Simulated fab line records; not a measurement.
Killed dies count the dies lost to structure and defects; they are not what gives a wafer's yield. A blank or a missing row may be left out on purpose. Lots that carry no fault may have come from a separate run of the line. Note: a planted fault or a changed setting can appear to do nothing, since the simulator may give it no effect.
The tool behind it: which one? || flow berkeley cmos170 || 7 lots (21 wafers sampled), 1 step of a 331-step route

WHAT THE GAUGES SHOWED, per wafer
UCB170_PSD_CD_MEAS_06: the cd target is 1200 nm.
{"lot": "L507", "measured": "day 7 13:05", "on": "cd sem-01", "cd nm (nm)": "1198.9 1199.4 1201.3"}
{"lot": "L510", "measured": "day 7 14:56", "on": "cd sem-01", "cd nm (nm)": "1200.5 1200.2 1202.2"}
{"lot": "L512", "measured": "day 8 14:54", "on": "cd sem-01", "cd nm (nm)": "1202.6 1202.5 1201.9"}
{"lot": "L516", "measured": "day 9 03:12", "on": "cd sem-01", "cd nm (nm)": "1202.0 1201.2 1202.4"}
{"lot": "L518", "measured": "day 10 02:43", "on": "cd sem-02", "cd nm (nm)": "1200.8 1200.2 1200.3"}
{"lot": "L523", "measured": "day 10 10:13", "on": "cd sem-02", "cd nm (nm)": "1199.1 1199.4 1198.4"}
{"lot": "L527", "measured": "day 11 15:14", "on": "cd sem-02", "cd nm (nm)": "1197.5 1198.9 1197.8"}

EACH LOT AND THE TOOL THAT RAN IT (in order: tool; ch and the chambers of the sampled wafers; start)
There is no process step in the record ahead of these readings.

THE ANSWER, worked out from the rows above alone
Rule: the lots themselves supply what counts as usual. Put in order of their means at a reading, lots are off if they are a third of the lots or fewer, leave a main group of 4 or more, and stand apart from it by a gap of 3 or more times the standard deviation of the main group's means; of several such gaps the widest counts. The tables above print the reading to a certain number of digits; a main group whose means all agree to those digits is not used. Also off: a lot with no number at a reading for which 4 or more lots have one. The other lots that the step has rows for count as sound.
Nothing can be told from this: no lot is off at any reading shown.

WHAT THE SIMULATOR PUT IN
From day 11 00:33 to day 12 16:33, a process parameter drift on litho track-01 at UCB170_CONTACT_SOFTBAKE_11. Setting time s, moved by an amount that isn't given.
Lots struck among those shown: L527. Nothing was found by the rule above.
